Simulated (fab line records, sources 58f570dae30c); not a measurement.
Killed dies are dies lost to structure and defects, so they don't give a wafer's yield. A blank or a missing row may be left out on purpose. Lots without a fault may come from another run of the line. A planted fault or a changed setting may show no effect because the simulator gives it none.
Which tool did it? | flow berkeley_cmos170 | 13 lots, 39 wafers sampled, at 2 steps of a route of 331

WHAT THE GAUGES READ, wafer by wafer
UCB170_NSD_OVL_MEAS_07. Usual: NSD_OVL 2 nm, standard deviation 4.8.
lot  | measured     | on         | NSD_OVL (nm) | flag
L422 | day 7 03:31  | overlay-01 | -6 8 5       |
L423 | day 7 10:59  | overlay-02 | -4 -4 1      |
L425 | day 7 11:04  | overlay-01 | 10 8 12      |
L426 | day 7 11:34  | overlay-02 | -1 1 6       |
L424 | day 7 11:37  | overlay-02 | 7 6 7        |
L428 | day 7 21:01  | overlay-01 | 0 2 4        |
L431 | day 8 11:31  | overlay-01 | -5 -4 -1     |
L430 | day 8 12:14  | overlay-02 | -2 6 -3      |
L439 | day 9 23:49  | overlay-01 | -2 -1 -3     |
L442 | day 10 21:51 | overlay-02 | -3 8 6       |
L441 | day 10 22:17 | overlay-01 | 5 8 5        |
L443 | day 11 06:34 | overlay-01 | 4 5 2        |
L444 | day 11 07:18 | overlay-02 | 7 -1 1       |

WHICH TOOL RAN EACH LOT (tool, then ch and the chambers of the sampled wafers, then the start)
lot  | UCB170_PSD_STRIP_09
L422 | plasma_asher-02 ch 0,1, day 7 00:11
L423 | plasma_asher-03 ch 0,1, day 7 08:14
L425 | plasma_asher-02 ch 0,1, day 7 08:31
L426 | plasma_asher-03 ch 0,1, day 7 08:49
L424 | plasma_asher-02 ch 0,1, day 7 09:05
L428 | plasma_asher-03 ch 0,1, day 7 19:34
L431 | plasma_asher-04 ch 0,1, day 8 09:28
L430 | plasma_asher-03 ch 0,1, day 8 09:47
L439 | plasma_asher-04 ch 0,1, day 9 21:20
L442 | plasma_asher-02 ch 1, day 10 20:20
L441 | plasma_asher-04 ch 1, day 10 20:38
L443 | plasma_asher-03 ch 0,1, day 11 04:50
L444 | plasma_asher-03 ch 0,1, day 11 05:25
- UCB170_PSD_STRIP_09: strips in O2.

WHAT THE TOOLS THEMSELVES READ (means of the sampled wafers that have a number; where no wafer has one, the mark that the record gives instead)
UCB170_PSD_STRIP_09. Usual: drypump_motor_current_A 5.6 A, standard deviation 0.51; oes_product_au 0.601 a.u., standard deviation 0.0043; strip_time_to_endpoint_s 29.44 s, standard deviation 0.094.
lot  | tool            | drypump_motor_current_A (A) | oes_product_au (a.u.) | strip_time_to_endpoint_s (s) | flag
L422 | plasma_asher-02 | 5.4                         | 0.600                 | 29.39                        |
L423 | plasma_asher-03 | 5.4                         | 0.604                 | 29.39                        |
L425 | plasma_asher-02 | 5.8                         | 0.599                 | 29.35                        |
L426 | plasma_asher-03 | 5.1                         | 0.599                 | 29.42                        |
L424 | plasma_asher-02 | 5.4                         | 0.603                 | 29.52                        |
L428 | plasma_asher-03 | 5.1                         | 0.598                 | 29.29                        |
L431 | plasma_asher-04 | 5.7                         | 0.600                 | 29.41                        |
L430 | plasma_asher-03 | 5.2                         | 0.602                 | 29.39                        |
L439 | plasma_asher-04 | 6.0                         | 0.597                 | 29.45                        |
L442 | plasma_asher-02 | 6.1                         | 0.603                 | 29.49                        |
L441 | plasma_asher-04 | 6.4                         | 0.598                 | 29.49                        |
L443 | plasma_asher-03 | 5.1                         | 0.598                 | 29.48                        |
L444 | plasma_asher-03 | 5.4                         | 0.600                 | 29.38                        |

THE ANSWER, worked out from the rows above alone
Rule: a lot is off if the mean of its wafers that have a number lies more than 3 standard deviations from the usual mean. A lot without any number at a reading at which 4 lots or more have one is off too. The other lots that the step has rows for count as sound. The gauges are gone through in route order, then the tools' own readings, and for those a lot's mean is taken as printed above. The first step at which some lot is off is used, and at that step the reading that is off furthest; a lot without a number counts as furthest.
No lot is off at any reading shown: from this, nothing can be told.

WHAT THE SIMULATOR HAD PUT IN
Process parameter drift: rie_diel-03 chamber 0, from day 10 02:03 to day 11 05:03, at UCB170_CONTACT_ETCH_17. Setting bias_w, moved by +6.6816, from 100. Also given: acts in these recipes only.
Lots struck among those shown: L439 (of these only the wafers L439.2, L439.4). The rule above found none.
